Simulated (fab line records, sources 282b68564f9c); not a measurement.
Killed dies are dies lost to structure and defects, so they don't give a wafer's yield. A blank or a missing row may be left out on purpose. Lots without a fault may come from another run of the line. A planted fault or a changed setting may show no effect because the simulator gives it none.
fab line records | flow rit_cmos
record lots=12 wafers=36 last_day=7
route steps=202 shown PRETRO@72
lots that met no fault: from a run of the same line without faults
start_h: hours from the record's first day to the start of the lot's first wafer shown | wait_h: hours since the lot's step before | " the same as in the row above | L1.1+2: a row that stands for several wafers | - no value, or no start given | * or withheld: withheld | < > ~ a bound
route shown NAME@n: a module of which the file shows steps, and the number in the route of the first | usual: mean/standard deviation of fault-free wafers | same: alike in all rows | chamber/n: place in a boat | sites: the reading at each site | _std_site: their standard deviation | _edge_site: outer sites' mean less inner sites' | radius_mm: how far each site lies from the wafer's centre | mask NAME#n: copy n | behind: the tool/chamber that last shaped the wafer | hold: why the lot was held/for how many hours/how that ended | device: the transistor (n, p or np) that didn't switch | end of line: the same wafers' tests at the end of the route | a step without rows: its recipe alone | killed: dies lost to structure and defects at the first sort, not the wafer's yield | map: a wafer's dies, x killed, . not, _ none there
set.NAME: the setting as run; set.NAME@STEP: as run at that earlier step | model.NAME: the simulator's own value behind a step, which no gauge read
steps of the route over a sample of lots; a table a step, a row a wafer
services: from which hour (start_h, from the record's first day; less than 0 if before it) a tool's chamber was out of use, for how many hours, and why
## steps
# step RIT_PRETRO_IMPLANT_08
# recipe species=B energy_kev=45.81 dose_cm2=1.2e+13 tilt_deg=7
# usual beam_on_s=10.00/0.19 dose_ions_cm2=1.2001e+13/1.4e+10 faraday_current_uA=38.1/0.74
# columns lot.wafer tool chamber start_h wait_h beam_on_s dose_ions_cm2 faraday_current_uA
L159.3 implanter-04 0 32.83 0.2 10.01 1.1984e+13 38.2
L159.5 " 0 " " 9.77 1.2019e+13 38.9
L159.6 " 0 " " 10.08 1.1991e+13 37.7
L160.1 implanter-03 0 38.58 0.2 10.52 1.2011e+13 36.1
L160.2 " 0 " " 9.81 1.2013e+13 38.8
L160.6 " 0 " " 9.76 1.1984e+13 39.0
L161.1 implanter-04 0 42.77 0.2 10.09 1.1996e+13 37.9
L161.2 " 0 " " 10.10 1.2012e+13 37.7
L161.3 " 0 " " 9.98 1.2012e+13 38.2
L166.1 implanter-04 0 67.34 0.2 9.88 9.966e+12 31.8
L166.3 " 0 " " 9.74 9.987e+12 32.2
L166.4 " 0 " " 10.19 9.966e+12 30.9
L170.2 implanter-04 0 88.59 0.2 10.16 9.969e+12 31.2
L170.4 " 0 " " 9.89 9.947e+12 31.9
L170.5 " 0 " " 9.82 9.965e+12 31.9
L172.2 implanter-03 0 98.30 0.2 10.01 1.1992e+13 38.3
L172.3 " 0 " " 10.16 1.2003e+13 37.4
L172.5 " 0 " " 9.81 1.1981e+13 38.7
L173.1 implanter-02 0 102.49 0.2 10.08 1.2006e+13 38.0
L173.2 " 0 " " 10.25 1.1987e+13 37.1
L173.3 " 0 " " 10.09 1.1996e+13 37.6
L175.2 implanter-02 0 114.96 0.2 10.12 1.2e+13 37.7
L175.4 " 0 " " 10.35 1.2005e+13 36.6
L175.6 " 0 " " 10.07 1.1997e+13 37.8
L179.2 implanter-02 0 133.14 0.3 9.82 1.1989e+13 38.5
L179.4 " 0 " " 9.77 1.1984e+13 39.0
L179.6 " 0 " " 10.08 1.2009e+13 37.9
L180.1 implanter-02 0 139.18 0.2 10.00 1.2016e+13 38.2
L180.5 " 0 " " 9.87 1.2005e+13 38.5
L180.6 " 0 " " 10.19 1.2008e+13 37.3
L181.2 implanter-02 0 144.49 0.2 9.97 1.2014e+13 38.2
L181.4 " 0 " " 10.20 1.2017e+13 37.4
L181.6 " 0 " " 10.23 1.204e+13 37.2
L182.2 implanter-02 0 150.12 0.2 10.17 1.2017e+13 37.5
L182.4 " 0 " " 10.04 1.2015e+13 38.1
L182.5 " 0 " " 10.00 1.2002e+13 38.0
# step RIT_PRETRO_TW_MEAS_10
# usual PRETRO_TW=482/4.1
# columns lot.wafer tool chamber start_h wait_h PRETRO_TW
L159.3 film_metro-03 - 33.12 0.1 486
L159.5 " - " " 484
L159.6 " - " " 481
L160.1 film_metro-03 - 38.91 0.1 484
L160.2 " - " " 486
L160.6 " - " " 483
L161.1 film_metro-02 - 43.10 0.1 484
L161.2 " - " " 483
L161.3 " - " " 480
L166.1 film_metro-01 - 67.67 0.1 450
L166.3 " - " " 447
L166.4 " - " " 447
L170.2 film_metro-02 - 88.90 0.1 455
L170.4 " - " " 454
L170.5 " - " " 457
L172.2 film_metro-02 - 98.61 0.1 485
L172.3 " - " " 482
L172.5 " - " " 485
L173.1 film_metro-02 - 102.81 0.1 485
L173.2 " - " " 487
L173.3 " - " " 486
L175.2 film_metro-01 - 115.27 0.1 479
L175.4 " - " " 479
L175.6 " - " " 477
L179.2 film_metro-01 - 133.45 0.1 476
L179.4 " - " " 478
L179.6 " - " " 478
L180.1 film_metro-02 - 139.51 0.1 488
L180.5 " - " " 487
L180.6 " - " " 486
L181.2 film_metro-02 - 144.80 0.1 484
L181.4 " - " " 487
L181.6 " - " " 487
L182.2 film_metro-03 - 150.43 0.1 481
L182.4 " - " " 484
L182.5 " - " " 480
## services
# columns tool chamber start_h hours kind
implanter-04 - 16.07 1.6 repair
implanter-04 - 38.37 0.7 repair
implanter-03 - 41.36 1.0 repair
implanter-03 - 68.20 1.5 repair
implanter-03 - 84.37 1.6 repair
implanter-04 - 131.21 5.2 repair
implanter-04 - 138.11 16.1 pm
## key
first_sign step=RIT_PRETRO_IMPLANT_08 reading=dose_ions_cm2 direction=down sigmas=99+ usual=1.2001e+13 struck=9.967e+12
effect step=RIT_PRETRO_IMPLANT_08 reading=faraday_current_uA direction=down sigmas=8.6 usual=38.1 struck=31.7
effect step=RIT_PRETRO_TW_MEAS_10 reading=PRETRO_TW direction=down sigmas=7.4 usual=482 struck=452
met_at RIT_PRETRO_IMPLANT_08
struck_lots L166,L170
tester_left_out L166,L170
onset_between 42.77 67.34
fault kind=process_parameter_drift tool=implanter-04 chamber=- onset_h=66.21 steps=RIT_PRETRO_IMPLANT_08 channel=dose_cm2 offset=-2.04e+12 shape=step end_h=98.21 acts_in=these_recipes_only stated=1.2e+13
# tester_left_out: of these lots the tester's yield and bins aren't shown, on N5 and GAA mostly nor the transistor test; their killed dies are dies lost to structure and defects alone, not to doping, threshold or leakage, so they don't give the yield
